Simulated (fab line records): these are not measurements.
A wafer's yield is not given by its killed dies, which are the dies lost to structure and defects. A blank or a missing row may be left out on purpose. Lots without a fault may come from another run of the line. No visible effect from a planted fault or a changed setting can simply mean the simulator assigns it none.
Check of tool commonality + flow rit_cmos + 14 lots and 42 wafers in the sample

== REASON FOR OPENING ==
Of 14 lots, 2 have the reading PWELL_TW flagged at RIT_PWELL_TW_MEAS_10. Wafers without a fault read 960, standard deviation 11.
Rule: a lot is flagged in two cases, either no wafer of it has a number, or all its wafers with numbers fall more than 4 standard deviations from that mean. The rest of the lots are taken to be sound.

| lot  | measured    | on            | PWELL_TW, wafer by wafer | flag    |
|------|-------------|---------------|--------------------------|---------|
| L813 | day 2 00:25 | film_metro-03 | 935 939 934              |         |
| L814 | day 2 05:26 | film_metro-04 | 956 956 958              |         |
| L816 | day 2 18:37 | film_metro-02 | 977 975 978              |         |
| L818 | day 3 02:41 | film_metro-03 | 945 941 945              |         |
| L819 | day 3 09:26 | film_metro-04 | 964 953 960              |         |
| L821 | day 3 16:14 | film_metro-02 | 1078 1083 1082           | FLAGGED |
| L822 | day 3 22:10 | film_metro-03 | 1061 1056 1058           | FLAGGED |
| L823 | day 4 01:05 | film_metro-02 | 974 977 973              |         |
| L830 | day 5 11:47 | film_metro-02 | 970 972 969              |         |
| L832 | day 5 21:37 | film_metro-02 | 973 968 969              |         |
| L833 | day 6 03:25 | film_metro-02 | 974 972 967              |         |
| L834 | day 6 07:25 | film_metro-04 | 960 955 957              |         |
| L835 | day 6 13:40 | film_metro-04 | 959 961 956              |         |
| L836 | day 6 17:32 | film_metro-02 | 970 965 969              |         |
The mean of the flagged lots' numbers is 1070, +110 from the usual (+10 standard deviations).

== EACH LOT AND THE TOOL IT RAN ON ==
The record keeps 1 process step preceding the reading, out of 202 steps on the route. Cell contents, in order: the tool; ch with the chambers the sampled wafers went through; the start.
| lot  | flag    | RIT_PWELL_IMPLANT_08           |
|------|---------|--------------------------------|
| L813 |         | implanter-04 ch 0, day 2 00:06 |
| L814 |         | implanter-03 ch 0, day 2 05:09 |
| L816 |         | implanter-03 ch 0, day 2 18:18 |
| L818 |         | implanter-01 ch 0, day 3 02:23 |
| L819 |         | implanter-03 ch 0, day 3 09:07 |
| L821 | FLAGGED | implanter-03 ch 0, day 3 15:55 |
| L822 | FLAGGED | implanter-03 ch 0, day 3 21:51 |
| L823 |         | implanter-01 ch 0, day 4 00:48 |
| L830 |         | implanter-01 ch 0, day 5 11:31 |
| L832 |         | implanter-01 ch 0, day 5 21:20 |
| L833 |         | implanter-04 ch 0, day 6 03:05 |
| L834 |         | implanter-01 ch 0, day 6 07:05 |
| L835 |         | implanter-04 ch 0, day 6 13:21 |
| L836 |         | implanter-01 ch 0, day 6 17:13 |
These steps, and what they do:
- RIT_PWELL_IMPLANT_08
- RIT_PWELL_TW_MEAS_10

== FLAGGED AGAINST TOTAL, ONE TOOL AT A TIME (gauges that did the reading follow at the end) ==
| step                 | tool          | lots run | flagged | share of the flagged lots | sound lots run after its first flagged lot |
|----------------------|---------------|----------|---------|---------------------------|--------------------------------------------|
| RIT_PWELL_IMPLANT_08 | implanter-01  | 6        | 0       | none                      | -                                          |
| RIT_PWELL_IMPLANT_08 | implanter-03  | 5        | 2       | all                       | 0                                          |
| RIT_PWELL_IMPLANT_08 | implanter-04  | 3        | 0       | none                      | -                                          |
| RIT_PWELL_TW_MEAS_10 | film_metro-02 | 7        | 1       | some                      | 5 (L823,L830,L832,L833,L836)               |
| RIT_PWELL_TW_MEAS_10 | film_metro-03 | 3        | 1       | some                      | 0                                          |
| RIT_PWELL_TW_MEAS_10 | film_metro-04 | 4        | 0       | none                      | -                                          |

== THE TABLE: WHAT IT ALLOWS ==
1 row of the table ran every flagged lot: implanter-03 at RIT_PWELL_IMPLANT_08.
- implanter-03 at RIT_PWELL_IMPLANT_08 ran 5 lots, 2 of them flagged. Its last sound lot is L819 (day 3 09:07), its first flagged lot L821 (day 3 15:55): a fault that began between those two fits. Its own readings (dose_ions_cm2, faraday_current_uA) fall more than 4 standard deviations out on all wafers of the flagged lots.
Just one tool remains: implanter-03 at RIT_PWELL_IMPLANT_08.

== WHAT HAD BEEN PUT IN BY THE SIMULATOR ==
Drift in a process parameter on implanter-03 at RIT_PWELL_IMPLANT_08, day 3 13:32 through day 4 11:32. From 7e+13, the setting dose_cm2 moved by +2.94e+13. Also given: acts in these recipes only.
Shown lots that were struck: L821, L822. The same result came from the rule above.
